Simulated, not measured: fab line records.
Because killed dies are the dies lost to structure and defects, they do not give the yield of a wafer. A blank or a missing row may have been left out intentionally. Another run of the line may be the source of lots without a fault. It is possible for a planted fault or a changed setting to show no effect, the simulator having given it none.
fab line records -- flow ritCmos
record lots=5, wafers=23
route steps=202 shown M1@184
startH: the number of hours between the record's first day and the start of the first shown wafer of the lot -- waitH: hours from the lot's prior step to this one -- " same as the row above -- L1.1+2: one row covering several wafers at once -- - no value, or no start was given -- * or withheld: withheld -- < > ~ a bound
route shown NAME@n: names a module that has steps shown in the file, with the first one's number in the route -- usual: mean/standard deviation taken from wafers without a fault -- same: alike in all rows -- chamber/n: place in a boat -- sites: per-site readings -- _std_site: standard deviation across them -- _edge_site: outer sites' mean less inner sites' -- radiusMm: how far each site lies from the wafer's centre -- mask NAME#n: copy n -- behind: the last tool/chamber to shape the wafer -- hold: why the lot was held/for how many hours/how that ended -- device: which transistor (n, p or np) failed to switch -- end of line: tests of these same wafers at the route's end -- where a step has no rows: the recipe by itself -- killed: the dies lost at the first sort to structure and to defects; this is not the yield of the wafer -- map: a wafer's dies, marking killed ones x, the rest . and places with no die _
set.NAME: the run value of the setting; set.NAME@STEP: its run value at that earlier step -- model.NAME: the simulator's own value behind a step, which no gauge read
lots where settings were altered on purpose, with a table for each step and a row for each wafer
## steps
# step RIT_M1_SPUTTER_00
# recipe material=Al, targetThkNm=400, powerW=2000, chamberPressurePa=0.4, gas=Ar, timeS=500, substrateTempC=25
lot.wafer,tool,chamber,startH,waitH,set.powerW,model.Al_of_M1_SPUTTER_00.thkNm
L075.1,pvdSputter-03,-,64.93,0.0,2078,416.4
L075.2,pvdSputter-03,-,64.93,0.0,2078,416.5
L075.3,pvdSputter-03,-,64.93,0.0,2000,398.5
L075.5,pvdSputter-03,-,64.93,0.0,2000,401.2
L075.6,pvdSputter-03,-,64.93,0.0,2000,403.8
L076.1,pvdSputter-04,-,65.94,0.0,1850,365.4
L076.2,pvdSputter-04,-,65.94,0.0,2000,398.7
L076.4,pvdSputter-04,-,65.94,0.0,1850,368.3
L076.5,pvdSputter-04,-,65.94,0.0,2000,399.5
L076.6,pvdSputter-04,-,65.94,0.0,2000,396.9
L077.1,pvdSputter-01,-,78.27,0.0,2000,388.4
L077.2,pvdSputter-01,-,78.27,0.0,2000,393.2
L077.4,pvdSputter-01,-,78.27,0.0,2160,422.6
L077.5,pvdSputter-01,-,78.27,0.0,2160,424.2
L077.6,pvdSputter-01,-,78.27,0.0,2160,420.7
L081.1,pvdSputter-03,-,95.07,0.0,2131,421.1
L081.3,pvdSputter-03,-,95.07,0.0,2131,427
L081.4,pvdSputter-03,-,95.07,0.0,2131,420.2
L081.5,pvdSputter-03,-,95.07,0.0,2000,395.5
L081.6,pvdSputter-03,-,95.07,0.0,2000,398.1
L082.1,pvdSputter-04,-,101.61,0.0,2000,396.9
L082.4,pvdSputter-04,-,101.61,0.0,2000,402.8
L082.6,pvdSputter-04,-,101.61,0.0,2000,403.5
# step RIT_M1_RS_MEAS_01
# recipe thkMeasGauge=four-point-probe, reads=Al_of_M1_SPUTTER_00
# usual M1_AL_RS=0.0736/0.00089
lot.wafer,tool,chamber,startH,waitH,set.powerW@M1_SPUTTER_00,M1_AL_RS[ohm/sq]
L075.1,filmMetro-03,-,65.23,0.1,2078,0.0705
L075.2,filmMetro-03,-,65.23,0.1,2078,0.0704
L075.3,filmMetro-03,-,65.23,0.1,2000,0.0736
L075.5,filmMetro-03,-,65.23,0.1,2000,0.0732
L075.6,filmMetro-03,-,65.23,0.1,2000,0.0727
L076.1,filmMetro-03,-,66.24,0.1,1850,0.0806
L076.2,filmMetro-03,-,66.24,0.1,2000,0.0737
L076.4,filmMetro-03,-,66.24,0.1,1850,0.0797
L076.5,filmMetro-03,-,66.24,0.1,2000,0.0734
L076.6,filmMetro-03,-,66.24,0.1,2000,0.0739
L077.1,filmMetro-02,-,78.57,0.1,2000,0.0756
L077.2,filmMetro-02,-,78.57,0.1,2000,0.0746
L077.4,filmMetro-02,-,78.57,0.1,2160,0.0692
L077.5,filmMetro-02,-,78.57,0.1,2160,0.0691
L077.6,filmMetro-02,-,78.57,0.1,2160,0.0696
L081.1,filmMetro-03,-,95.36,0.1,2131,0.0697
L081.3,filmMetro-03,-,95.36,0.1,2131,0.0687
L081.4,filmMetro-03,-,95.36,0.1,2131,0.0698
L081.5,filmMetro-03,-,95.36,0.1,2000,0.0743
L081.6,filmMetro-03,-,95.36,0.1,2000,0.0738
L082.1,filmMetro-01,-,101.90,0.1,2000,0.0742
L082.4,filmMetro-01,-,101.90,0.1,2000,0.0727
L082.6,filmMetro-01,-,101.90,0.1,2000,0.0727
# step RIT_M1_THK_MEAS_02
# recipe thkMeasGauge=xrf, reads=Al_of_M1_SPUTTER_00
# usual M1_AL_THK=396/5.6
lot.wafer,tool,chamber,startH,waitH,set.powerW@M1_SPUTTER_00,M1_AL_THK[nm]
L075.1,filmMetro-03,-,65.35,0.1,2078,414
L075.2,filmMetro-03,-,65.35,0.1,2078,415
L075.3,filmMetro-03,-,65.35,0.1,2000,395
L075.5,filmMetro-03,-,65.35,0.1,2000,398
L075.6,filmMetro-03,-,65.35,0.1,2000,401
L076.1,filmMetro-03,-,66.36,0.1,1850,362
L076.2,filmMetro-03,-,66.36,0.1,2000,396
L076.4,filmMetro-03,-,66.36,0.1,1850,365
L076.5,filmMetro-03,-,66.36,0.1,2000,397
L076.6,filmMetro-03,-,66.36,0.1,2000,392
L077.1,filmMetro-02,-,78.69,0.1,2000,384
L077.2,filmMetro-02,-,78.69,0.1,2000,385
L077.4,filmMetro-02,-,78.69,0.1,2160,415
L077.5,filmMetro-02,-,78.69,0.1,2160,417
L077.6,filmMetro-02,-,78.69,0.1,2160,414
L081.1,filmMetro-03,-,95.48,0.1,2131,419
L081.3,filmMetro-03,-,95.48,0.1,2131,428
L081.4,filmMetro-03,-,95.48,0.1,2131,421
L081.5,filmMetro-03,-,95.48,0.1,2000,394
L081.6,filmMetro-03,-,95.48,0.1,2000,396
L082.1,filmMetro-01,-,102.02,0.1,2000,393
L082.4,filmMetro-01,-,102.02,0.1,2000,399
L082.6,filmMetro-01,-,102.02,0.1,2000,399
# step RIT_M1_DEVELOP_08
# recipe resist=NOVOLAK, developTimeS=68, devTempC=23
lot.wafer,tool,chamber,startH,waitH,set.developTimeS
L075.1+3+6,lithoTrack-02,0,-,-,68
L075.2+5,lithoTrack-02,0,-,-,58.91
L076.1+2+4,lithoTrack-04,0,-,-,68
L076.5+6,lithoTrack-04,0,-,-,64.96
L077.1+2+4+5+6,lithoTrack-03,0,-,-,68
L081.1+4+5,lithoTrack-02,0,-,-,60.31
L081.3+6,lithoTrack-02,0,-,-,68
L082.1+4+6,lithoTrack-03,0,-,-,68
# step RIT_M1_CD_MEAS_09
# recipe targetCdNm=2600
# usual cdNm=2600.2/2
lot.wafer,tool,chamber,startH,waitH,set.developTimeS@M1_DEVELOP_08,cdNm
L075.1,cdSem-01,-,66.29,-,68,2600.2
L075.2,cdSem-01,-,66.29,-,58.91,2615.1
L075.3,cdSem-01,-,66.29,-,68,2600.1
L075.5,cdSem-01,-,66.29,-,58.91,2614.1
L075.6,cdSem-01,-,66.29,-,68,2601.8
L076.1,cdSem-02,-,67.42,-,68,2601.7
L076.2,cdSem-02,-,67.42,-,68,2601.4
L076.4,cdSem-02,-,67.42,-,68,2600.9
L076.5,cdSem-02,-,67.42,-,64.96,2604.1
L076.6,cdSem-02,-,67.42,-,64.96,2606.4
L077.1,cdSem-01,-,79.63,-,68,2600.5
L077.2,cdSem-01,-,79.63,-,68,2601.7
L077.4,cdSem-01,-,79.63,-,68,2603.2
L077.5,cdSem-01,-,79.63,-,68,2601.5
L077.6,cdSem-01,-,79.63,-,68,2601.4
L081.1,cdSem-02,-,96.42,-,60.31,2612.0
L081.3,cdSem-02,-,96.42,-,68,2600.8
L081.4,cdSem-02,-,96.42,-,60.31,2612.1
L081.5,cdSem-02,-,96.42,-,60.31,2613.6
L081.6,cdSem-02,-,96.42,-,68,2599.8
L082.1,cdSem-01,-,103.09,-,68,2600.8
L082.4,cdSem-01,-,103.09,-,68,2601.9
L082.6,cdSem-01,-,103.09,-,68,2599.6
# step RIT_M1_HARDBAKE_11
# recipe resist=NOVOLAK, tempC=140.4, timeS=120
# step RIT_M1_METAL_ETCH_12
# recipe stopOn=SiO2, chemistry=Cl2/BCl3, target=Al, timeS=165, overEtchFrac=0.5, pressureMtorr=100, targetDepthA=6000, rfW=250, Cl2_flow_sccm=60, bcl3FlowSccm=50
lot.wafer,tool,chamber,startH,waitH,set.developTimeS@M1_DEVELOP_08,model.M1.cdNm
L075.1,rieMetal-01,1,66.91,0.2,68,2597
L075.2,rieMetal-01,0,66.91,0.2,58.91,2613
L075.3,rieMetal-01,0,66.91,0.2,68,2598
L075.5,rieMetal-01,1,66.91,0.2,58.91,2612
L075.6,rieMetal-01,0,66.91,0.2,68,2600
L076.1,rieMetal-03,0,67.83,0.2,68,2601
L076.2,rieMetal-03,1,67.83,0.2,68,2598
L076.4,rieMetal-03,0,67.83,0.2,68,2600
L076.5,rieMetal-03,1,67.83,0.2,64.96,2601
L076.6,rieMetal-03,0,67.83,0.2,64.96,2605
L077.1+2,rieMetal-04,"1,0",80.03,0.2,68,2603
L077.4,rieMetal-04,0,80.03,0.2,68,2604
L077.5+6,rieMetal-04,"0,1",80.03,0.2,68,2602
L081.1,rieMetal-01,0,96.83,0.2,60.31,2610
L081.3,rieMetal-01,1,96.83,0.2,68,2601
L081.4,rieMetal-01,0,96.83,0.2,60.31,2609
L081.5,rieMetal-01,1,96.83,0.2,60.31,2614
L081.6,rieMetal-01,0,96.83,0.2,68,2597
L082.1+6,rieMetal-03,"0,1",103.49,0.2,68,2600
L082.4,rieMetal-03,0,103.49,0.2,68,2601
# step RIT_M1_STRIP_13
# recipe chemistry=nmp, resist=NOVOLAK, tempC=80, timeS=600, dry=n2Spin
# step RIT_M1_STRIP_14
# recipe chemistry=O2, timeS=180, platenTempC=withheld, powerW=500, pressureMtorr=4000, o2FlowSccm=4000
# step RIT_M1_CD_MEAS_90
# recipe targetCdNm=2600
# usual cdNm=2600/3.2
lot.wafer,tool,chamber,startH,waitH,set.developTimeS@M1_DEVELOP_08,cdNm
L075.1,cdSem-01,-,67.46,0.1,68,2597
L075.2,cdSem-01,-,67.46,0.1,58.91,2613
L075.3,cdSem-01,-,67.46,0.1,68,2599
L075.5,cdSem-01,-,67.46,0.1,58.91,2611
L075.6,cdSem-01,-,67.46,0.1,68,2600
L076.1,cdSem-02,-,68.34,0.1,68,2601
L076.2,cdSem-02,-,68.34,0.1,68,2597
L076.4,cdSem-02,-,68.34,0.1,68,2600
L076.5,cdSem-02,-,68.34,0.1,64.96,2601
L076.6,cdSem-02,-,68.34,0.1,64.96,2605
L077.1,cdSem-01,-,80.56,0.1,68,2603
L077.2,cdSem-01,-,80.56,0.1,68,2603
L077.4,cdSem-01,-,80.56,0.1,68,2604
L077.5,cdSem-01,-,80.56,0.1,68,2602
L077.6,cdSem-01,-,80.56,0.1,68,2602
L081.1,cdSem-02,-,97.36,0.1,60.31,2611
L081.3,cdSem-02,-,97.36,0.1,68,2600
L081.4,cdSem-02,-,97.36,0.1,60.31,2609
L081.5,cdSem-02,-,97.36,0.1,60.31,2613
L081.6,cdSem-02,-,97.36,0.1,68,2597
L082.1,cdSem-02,-,104.09,0.1,68,2600
L082.4,cdSem-02,-,104.09,0.1,68,2601
L082.6,cdSem-02,-,104.09,0.1,68,2600
## key
split step=RIT_M1_SPUTTER_00, setting=powerW, stated=2000, by=wafer
response step=RIT_M1_SPUTTER_00, reading=model.Al_of_M1_SPUTTER_00.thkNm, change=+4.04, per=1%, r=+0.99
response step=RIT_M1_RS_MEAS_01, reading=M1_AL_RS, change=-0.000763, per=1%, r=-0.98
response step=RIT_M1_THK_MEAS_02, reading=M1_AL_THK, change=+4.09, per=1%, r=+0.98
split step=RIT_M1_DEVELOP_08, setting=developTimeS, stated=68, by=wafer
response step=RIT_M1_CD_MEAS_09, reading=cdNm, change=-1.05, per=1%, r=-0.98
response step=RIT_M1_METAL_ETCH_12, reading=model.M1.cdNm, change=-1.04, per=1%, r=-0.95
response step=RIT_M1_CD_MEAS_90, reading=cdNm, change=-1.01, per=1%, r=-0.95
